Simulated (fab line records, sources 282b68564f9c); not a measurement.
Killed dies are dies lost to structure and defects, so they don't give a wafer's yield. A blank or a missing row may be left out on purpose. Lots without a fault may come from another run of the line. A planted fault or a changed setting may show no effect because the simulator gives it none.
fab line records | flow rit_cmos
record lots=5 wafers=15 last_day=7
route steps=202 shown PLDD@122 SPACER@125 NSD@131 M1@202
lots that met no fault: from a run of the same line without faults
start_h: hours from the record's first day to the start of the lot's first wafer shown | wait_h: hours since the lot's step before | " the same as in the row above | L1.1+2: a row that stands for several wafers | - no value, or no start given | * or withheld: withheld | < > ~ a bound
route shown NAME@n: a module of which the file shows steps, and the number in the route of the first | usual: mean/standard deviation of fault-free wafers | same: alike in all rows | chamber/n: place in a boat | sites: the reading at each site | _std_site: their standard deviation | _edge_site: outer sites' mean less inner sites' | radius_mm: how far each site lies from the wafer's centre | mask NAME#n: copy n | behind: the tool/chamber that last shaped the wafer | hold: why the lot was held/for how many hours/how that ended | device: the transistor (n, p or np) that didn't switch | end of line: the same wafers' tests at the end of the route | a step without rows: its recipe alone | killed: dies lost to structure and defects at the first sort, not the wafer's yield | map: a wafer's dies, x killed, . not, _ none there
set.NAME: the setting as run; set.NAME@STEP: as run at that earlier step | model.NAME: the simulator's own value behind a step, which no gauge read
lots at some steps of the route; a table a step, a row a wafer
services: from which hour (start_h, from the record's first day; less than 0 if before it) a tool's chamber was out of use, for how many hours, and why
## steps
# step RIT_PLDD_IMPLANT_08
# recipe species=BF2 energy_kev=20 dose_cm2=9e+14 tilt_deg=7
# step RIT_PLDD_STRIP_09
# recipe chemistry=O2 time_s=180 resist=NOVOLAK platen_temp_c=withheld power_w=500 pressure_mtorr=4000 o2_flow_sccm=4000
# usual drypump_motor_current_A=5.5/0.54
# columns lot.wafer tool chamber start_h wait_h drypump_motor_current_A rf_hours_counter_h
L965.1 plasma_asher-04 0 80.28 0.1 5.5 45
L965.2 " 1 " " 4.9 45
L965.3 " 1 " " 4.9 -
L967.3 plasma_asher-04 1 86.94 0.1 4.9 -
L967.4 " 0 " " 5.6 -
L967.5 " 1 " " 4.9 -
L971.2 plasma_asher-02 0 111.09 0.1 5.7 46
L971.5 " 1 " " 6.4 -
L971.6 " 0 " " 5.7 -
L972.1 plasma_asher-02 1 118.80 0.1 6.4 47
L972.3 " 1 " " 6.4 -
L972.6 " 0 " " 5.7 -
L983.2 plasma_asher-03 1 150.69 0.1 4.7 5
L983.4 " 0 " " 5.7 -
L983.6 " 0 " " 5.7 -
# step RIT_PLDD_TW_MEAS_10
# usual PLDD_TW=2342/24
# columns lot.wafer tool chamber start_h wait_h PLDD_TW
L965.1 film_metro-01 - 80.45 0.1 2322
L965.2 " - " " 2327
L965.3 " - " " 2323
L967.3 film_metro-01 - 87.08 0.1 2323
L967.4 " - " " 2336
L967.5 " - " " 2315
L971.2 film_metro-02 - 111.27 0.1 2378
L971.5 " - " " 2373
L971.6 " - " " 2369
L972.1 film_metro-01 - 118.97 0.1 2315
L972.3 " - " " 2319
L972.6 " - " " 2329
L983.2 film_metro-01 - 150.88 0.1 2329
L983.4 " - " " 2320
L983.6 " - " " 2323
# step RIT_SPACER_CLEAN_00
# recipe chemistry=SC1 mix=3:3:50 time_s=600 temp_c=75
# step RIT_SPACER_CLEAN_01
# recipe chemistry=dHF dilution=50:1 time_s=30
# step RIT_SPACER_CLEAN_02
# recipe chemistry=SC2 mix=3:3:50 time_s=600 temp_c=75 dry=n2_spin
# step RIT_SPACER_CVD_03
# recipe material=Si3N4 target_thk_nm=250 temp_c=810 precursor=SiH2Cl2/NH3 time_s=3300 pressure_mtorr=300 sih2cl2_flow_sccm=60 nh3_flow_sccm=150
# step RIT_SPACER_THK_MEAS_04
# recipe reads=Si3N4_of_SPACER_CVD_03
# usual SPACER_NITRIDE_THK=250.5/2.9
# columns lot.wafer tool chamber start_h wait_h SPACER_NITRIDE_THK[nm]
L965.1 film_metro-02 - 82.93 0.0 246.2
L965.2 " - " " 248.9
L965.3 " - " " 247.1
L967.3 film_metro-02 - 89.46 0.0 245.9
L967.4 " - " " 244.2
L967.5 " - " " 247.4
L971.2 film_metro-01 - 113.97 0.0 252.2
L971.5 " - " " 253.8
L971.6 " - " " 251.4
L972.1 film_metro-04 - 122.25 0.0 251.7
L972.3 " - " " 251.3
L972.6 " - " " 249.2
L983.2 film_metro-04 - 153.22 0.0 250.0
L983.4 " - " " 249.4
L983.6 " - " " 250.2
# step RIT_SPACER_ETCHBACK_05
# recipe target_depth_a=2500 SF6_flow_sccm=30 CHF3_flow_sccm=30 target=Si3N4 chemistry=SF6/CHF3 pressure_mtorr=40 rf_w=250 time_s=240 stop_on=SiO2
# usual CHF3_flow_sccm=29.99/0.1 drypump_motor_current_A=5.6/0.5 oes_product_au=0.835/0.012 throttle_valve_pct=10.34/0.15
# columns lot.wafer tool chamber start_h wait_h CHF3_flow_sccm drypump_motor_current_A oes_product_au rf_hours_counter_h throttle_valve_pct
L965.1 rie_diel-01 3 82.99 0.1 29.96 6.0 0.830 12 10.21
L965.2 " 1 " " 30.00 4.9 0.819 25 10.28
L965.3 " 0 " " 29.93 5.8 0.835 28 10.06
L967.3 rie_diel-03 0 89.50 0.0 29.86 5.1 0.814 91 10.29
L967.4 " 1 " " 30.09 5.6 0.823 99 10.52
L967.5 " 0 " " 30.13 5.1 0.829 - 10.29
L971.2 rie_diel-04 3 114.02 0.0 29.97 5.8 0.818 128 10.38
L971.5 " 0 " " 29.93 6.3 0.845 - 10.61
L971.6 " 3 " " 30.02 5.8 0.821 - 10.38
L972.1 rie_diel-03 3 122.31 0.1 30.18 4.7 0.821 5 10.18
L972.3 " 1 " " 30.06 5.6 0.844 100 10.52
L972.6 " 3 " " 30.17 4.7 0.812 - 10.18
L983.2 rie_diel-04 0 153.27 0.0 30.01 6.3 0.846 4 10.61
L983.4 " 3 " " 29.75 5.8 0.821 129 10.38
L983.6 " 3 " " 29.87 5.8 0.826 - 10.39
# step RIT_NSD_HMDS_00
# recipe prime_time_s=60 prime_temp_c=140
# step RIT_NSD_COAT_01
# recipe resist=NOVOLAK spin_rpm=3250 resist_thk_nm=1000
# step RIT_NSD_SOFTBAKE_02
# recipe resist=NOVOLAK temp_c=90 time_s=60
# step RIT_NSD_EXPOSE_03
# recipe mask_id=M9 na=0.57 target_cd_nm=40700 dose_mj=250
# usual stage_vel_mm_s=500.04/0.28
# columns lot.wafer tool chamber start_h wait_h mask stage_vel_mm_s
L965.1 iline_stepper-01 0 83.82 0.3 M9#0 499.49
L965.2 " 0 " " M9#0 500.18
L965.3 " 0 " " M9#0 499.72
L967.3 iline_stepper-02 0 90.14 0.1 M9#0 500.14
L967.4 " 0 " " M9#0 500.29
L967.5 " 0 " " M9#0 499.86
L971.2 iline_stepper-01 0 114.76 0.2 M9_R1#0 500.29
L971.5 " 0 " " M9_R1#0 500.35
L971.6 " 0 " " M9_R1#0 500.45
L972.1 iline_stepper-02 0 123.04 0.2 M9#0 499.99
L972.3 " 0 " " M9#0 499.60
L972.6 " 0 " " M9#0 499.75
L983.2 iline_stepper-02 0 153.89 0.1 M9#0 500.04
L983.4 " 0 " " M9#0 500.14
L983.6 " 0 " " M9#0 500.07
# step RIT_NSD_PEB_04
# recipe resist=NOVOLAK temp_c=withheld time_s=withheld
# step RIT_M1_PROBE_99
# usual killed_at_M0_to_M3=0.0/0.083 killed_at_front_end=6.7/2.9 killed_dies=6.8/2.9 killed_open=3.5/2.1 killed_short=3.2/1.9
# same gross_dies=264 killed_at_M4_up=0 killed_at_back_side=0 killed_at_contacts=0 killed_at_other=0
# columns lot.wafer tool chamber start_h wait_h killed_at_M0_to_M3 killed_at_front_end killed_dies killed_open killed_short
L967.3 prober-01 - 101.28 0.2 0 5 5 3 2
L967.4 prober-01 - 101.33 0.2 0 5 5 3 2
L967.5 prober-01 - 101.38 0.2 0 9 9 6 3
# killed by level:class
L967.3 REOX:geometric_particle:short=2 GATE:geometric_particle:open=1 SPACER:geometric_particle:open=1 SILICIDE:geometric_particle:open=1
L967.4 FOX1:geometric_particle:open=2 REOX:geometric_particle:open=1 REOX:geometric_particle:short=1 SILICIDE:geometric_particle:short=1
L967.5 FOX1:geometric_particle:short=2 FOX1:geometric_particle:open=2 REOX:geometric_particle:open=2 FOX2:geometric_particle:open=1 GATE:geometric_particle:short=1 SILICIDE:geometric_particle:open=1
## services
# columns tool chamber start_h hours kind
rie_diel-03 3 61.34 6.4 repair
iline_stepper-01 - 61.82 1.3 repair
iline_stepper-02 0 65.64 - calibration
rie_diel-03 - 74.32 0.6 repair
iline_stepper-01 - 84.52 4.3 pm
iline_stepper-02 - 91.78 1.7 pm
rie_diel-03 2 105.74 6.5 repair
plasma_asher-03 - 108.88 9.0 pm
plasma_asher-03 0 108.88 9.0 vent_cycle
plasma_asher-03 1 108.88 9.0 vent_cycle
rie_diel-03 2 117.10 36.1 repair
plasma_asher-03 0 117.88 - clean
plasma_asher-03 1 117.88 - clean
rie_diel-03 3 127.65 10.4 repair
rie_diel-04 1 137.29 - clean
rie_diel-04 1 137.29 15.5 scheduled_down
rie_diel-04 1 137.29 15.5 vent_cycle
rie_diel-04 2 139.74 10.5 repair
## key
first_sign step=RIT_NSD_EXPOSE_03 reading=mask direction=changed
effect none on later readings
met_at RIT_NSD_EXPOSE_03
struck_wafers L971.2,L971.5,L971.6
tester_left_out L971
onset_between 83.82 114.76
fault kind=wrong_mask tool=any chamber=- onset_h=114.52 steps=RIT_NSD_EXPOSE_03 aux_copy=M9_R1#0 cd_offset_nm=-350 scope=struck_lots_only
# tester_left_out: of these lots the tester's yield and bins aren't shown, on N5 and GAA mostly nor the transistor test; their killed dies are dies lost to structure and defects alone, not to doping, threshold or leakage, so they don't give the yield
